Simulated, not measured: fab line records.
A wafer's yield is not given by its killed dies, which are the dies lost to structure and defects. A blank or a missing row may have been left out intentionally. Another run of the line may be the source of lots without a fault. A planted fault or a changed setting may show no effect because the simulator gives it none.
Which of the tools did it? -- flow rit cmos -- 14 lots with 42 wafers sampled at 2 steps, on a route of 202 steps

== WHAT EACH GAUGE READ, for each wafer ==
RIT_PRETRO_TW_MEAS_10. Usual: PRETRO_TW 477.6, standard deviation 3.
lot,measured,on,PRETRO_TW,flag
L373,day 2 08:12,film metro-04,473.3 477.0 474.4,
L374,day 2 14:35,film metro-01,476.2 475.1 474.5,
L375,day 2 23:58,film metro-04,471.6 476.6 477.3,
L378,day 3 17:05,film metro-04,474.0 474.1 470.0,
L379,day 3 19:57,film metro-04,476.5 470.0 471.6,
L380,day 4 01:14,film metro-01,477.9 480.1 475.9,
L381,day 4 04:29,film metro-01,474.3 476.6 478.3,
L382,day 4 09:28,film metro-03,483.6 479.4 482.6,
L383,day 4 12:05,film metro-03,480.7 479.4 477.2,
L384,day 4 17:08,film metro-04,473.3 474.9 474.9,
L387,day 5 07:47,film metro-03,481.7 480.0,
L390,day 5 21:41,film metro-01,474.3 477.0,
L395,day 6 23:17,film metro-03,477.8 481.6 478.3,
L396,day 7 06:01,film metro-04,479.0 474.2 477.3,

== WHICH TOOL RAN EACH LOT (tool, then ch and the chambers of the sampled wafers, then the start) ==
lot,RIT_ACTIVE_ETCH_13
L373,"rie diel-01 ch 1,2, day 1 15:48"
L374,"rie diel-04 ch 0,1,3, day 1 19:48"
L375,"rie diel-01 ch 0,1,3, day 2 03:03"
L378,"rie diel-02 ch 0,1,3, day 2 18:16"
L379,"rie diel-02 ch 1,2, day 3 01:10"
L380,"rie diel-01 ch 0,2,3, day 3 05:09"
L381,"rie diel-04 ch 0,1,3, day 3 07:57"
L382,"rie diel-01 ch 0,1,3, day 3 12:16"
L383,"rie diel-02 ch 1,2, day 3 16:55"
L384,"rie diel-04 ch 1,2,3, day 3 21:43"
L387,"rie diel-01 ch 0,1,3, day 4 13:40"
L390,"rie diel-01 ch 1,2,3, day 5 03:44"
L395,"rie diel-04 ch 1,2, day 6 04:46"
L396,"rie diel-04 ch 1,2,3, day 6 11:51"
- RIT_ACTIVE_ETCH_13: etches Si3N4 in SF6, stops on SiO2, time 210 s, target depth 210 nm.

== AS READ BY THE TOOLS THEMSELVES (means over the sampled wafers that have a number; for cases with no such wafer, the mark the record gives instead) ==
RIT_ACTIVE_ETCH_13. Usual: drypump motor current A 5.7 A, standard deviation 0.52; oes product au 0.818 a.u., standard deviation 0.012; throttle valve pct 7.48 %, standard deviation 0.065.
lot,tool,drypump motor current A (A),oes product au (a.u.),throttle valve pct (%),flag
L373,rie diel-01,6.5,0.833,7.42,
L374,rie diel-04,5.3,0.822,7.48,
L375,rie diel-01,6.2,0.816,7.45,
L378,rie diel-02,5.7,0.815,7.50,
L379,rie diel-02,5.9,0.820,7.53,
L380,rie diel-01,6.2,0.826,7.45,
L381,rie diel-04,5.3,0.814,7.47,
L382,rie diel-01,6.2,0.821,7.45,
L383,rie diel-02,5.9,0.803,7.53,
L384,rie diel-04,5.2,0.827,7.52,
L387,rie diel-01,6.2,0.794,7.45,
L390,rie diel-01,6.4,0.793,7.41,
L395,rie diel-04,5.3,0.826,7.50,
L396,rie diel-04,5.2,0.826,7.50,

== THE ANSWER, worked out from the rows above alone ==
Rule: a lot counts as off when the mean over its wafers that have a number is more than 3 standard deviations away from the usual mean. A lot without any number at a reading at which 4 lots or more have one is off too. Any other lot the step has rows for is counted as sound. The gauges are gone through in route order, then the tools' own readings, and for those a lot's mean is taken as printed above. The first step at which some lot is off is used, and at that step the reading that is off furthest; a lot without a number counts as furthest.
None of the lots is off at any reading shown; this tells nothing.

== WHAT THE SIMULATOR HAD PUT IN ==
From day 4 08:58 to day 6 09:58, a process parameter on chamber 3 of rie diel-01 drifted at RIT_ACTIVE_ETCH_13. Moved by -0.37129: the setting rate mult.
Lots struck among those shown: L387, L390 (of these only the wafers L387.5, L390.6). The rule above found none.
